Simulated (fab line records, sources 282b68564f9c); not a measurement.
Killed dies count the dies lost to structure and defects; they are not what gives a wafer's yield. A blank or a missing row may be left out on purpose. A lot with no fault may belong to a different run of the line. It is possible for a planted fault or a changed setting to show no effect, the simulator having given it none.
A struck lot beside a sound one | flow rit_cmos | 17 out of 202 route steps
Sound: wafers L992.1, L992.3, L992.5. Wafers struck: L106.1, L106.5, L106.6. The cause is given at the end.
Each step with rows lists, per side, the tool, then ch with its chambers, then its first start. Under that, the readings that differ: sound wafers | struck wafers | difference of the means | sigmas: that difference in standard deviations of wafers without a fault.
alike: same words and numbers on both sides, and readings whose means sit less than 2 such deviations apart. not compared: any withheld reading, any reading some wafer has no value for, any bound like >300 that may hide the same value, and any number with overlapping values for which the record gives no deviation.
Wherever a step has rows on one side only, a row that says differs or no value, or a row with sigmas, the two part there. Numbers that have no deviation but don't overlap get no sigmas and don't part them. Lack of a reading on every wafer of one side parts them only where that side has two or more wafers.

first, 2 steps without rows for these wafers: RIT_NRETRO_HARDBAKE_07 (time 120 s); RIT_NRETRO_IMPLANT_08.
RIT_NRETRO_STRIP_09: strips in O2, time 180 s.
  sound on plasma_asher-02 ch 0,1, day 2 18:04; struck on plasma_asher-02 ch 0,1, day 5 21:20
  alike: drypump_motor_current_A
  not compared: rf_hours_counter_h
RIT_NRETRO_TW_MEAS_10:
  struck on film_metro-04, day 5 21:31; sound on film_metro-04, day 2 18:14
  alike: NRETRO_TW
then, 6 steps without rows for these wafers: RIT_PRETRO_HMDS_00 (prime time 60 s); RIT_PRETRO_COAT_01 (resist thk 1300 nm); RIT_PRETRO_SOFTBAKE_02 (time 60 s); RIT_PRETRO_EXPOSE_03 (exposes mask M5, target cd 43700 nm); RIT_PRETRO_PEB_04; RIT_PRETRO_DEVELOP_05 (develop time 68 s).
RIT_PRETRO_OVL_MEAS_06:
  struck on overlay-02, day 5 22:35; sound on overlay-01, day 2 19:10
  alike: PRETRO_OVL
then, 1 step without rows for these wafers: RIT_PRETRO_HARDBAKE_07 (time 120 s).
RIT_PRETRO_IMPLANT_08:
  sound on implanter-02 ch 0, day 2 19:28; struck on implanter-04 ch 0, day 5 22:52
  reading            | sound                            | struck                          | difference | sigmas
  dose_ions_cm2      | 1.2005e+13 1.2021e+13 1.1981e+13 | 2.343e+13 2.3428e+13 2.3425e+13 | +1.143e+13 | +99 or more
  faraday_current_uA | 37.4 37.5 37.5                   | 74.2 74.9 73.7                  | +36.8      | +55
RIT_PRETRO_STRIP_09: strips in O2, time 180 s.
  sound on plasma_asher-04 ch 0, day 2 19:37; struck on plasma_asher-03 ch 0,1, day 5 23:01
  alike: drypump_motor_current_A
  not compared: rf_hours_counter_h
RIT_PRETRO_TW_MEAS_10:
  struck on film_metro-02, day 5 23:11; sound on film_metro-02, day 2 19:47
  reading   | sound       | struck      | difference | sigmas
  PRETRO_TW | 483 483 485 | 593 593 595 | +110       | +20
then, 1 step without rows for these wafers: RIT_GATE_WET_ETCH_00 (etches SiO2 in BOE, target depth 56 nm, time 60 s).
RIT_M1_PROBE_99:
  struck on prober-02, day 7 06:21; sound on prober-01, day 4 03:01
  reading                             | sound             | struck            | difference | sigmas
  killed_at_contacts                  | 1 0 1             | 0 0 0             | -1         | -2
  model.etest.nmos_0p3.r_on_ohm_um    | 2163 2140 2158    | 2571 2581 2533    | +408       |
  model.etest.nmos_0p15.r_on_ohm_um   | 1150 1149 1148    | 1288 1269 1228    | +113       |
  model.etest.nmos_turned.drive_ua_um | 322.3 330 322.1   | 213.6 222 227.7   | -103.7     |
  model.etest.nmos_0p15.drive_ua_um   | 466.9 470 467.9   | 357.9 373.1 380.8 | -97.7      |
  model.etest.nmos_0p3.drive_ua_um    | 226.2 230.7 229.2 | 161.8 164.9 163.9 | -65.2      |
  model.etest.nmos_narrow.drive_ua_um | 228.9 234.2 229.7 | 157.8 166.9 167.2 | -67.0      |
  model.etest.pwell_pinched.rs_ohm_sq | 461.5 462.7 463.2 | 440.3 443.2 437.2 | -22.2      |
  model.etest.ring.delay_ps           | 27.17 26.85 27.07 | 31 29.89 29.45    | +3         |
  alike: killed_at_front_end, killed_dies, killed_open, killed_short

WHERE THEY PART
Earliest at RIT_PRETRO_IMPLANT_08; latest, in this record, at RIT_M1_PROBE_99.

WHY: what had been put in by the simulator
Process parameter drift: implanter-04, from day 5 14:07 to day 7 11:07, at RIT_PRETRO_IMPLANT_08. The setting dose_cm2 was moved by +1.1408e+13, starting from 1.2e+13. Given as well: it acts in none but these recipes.
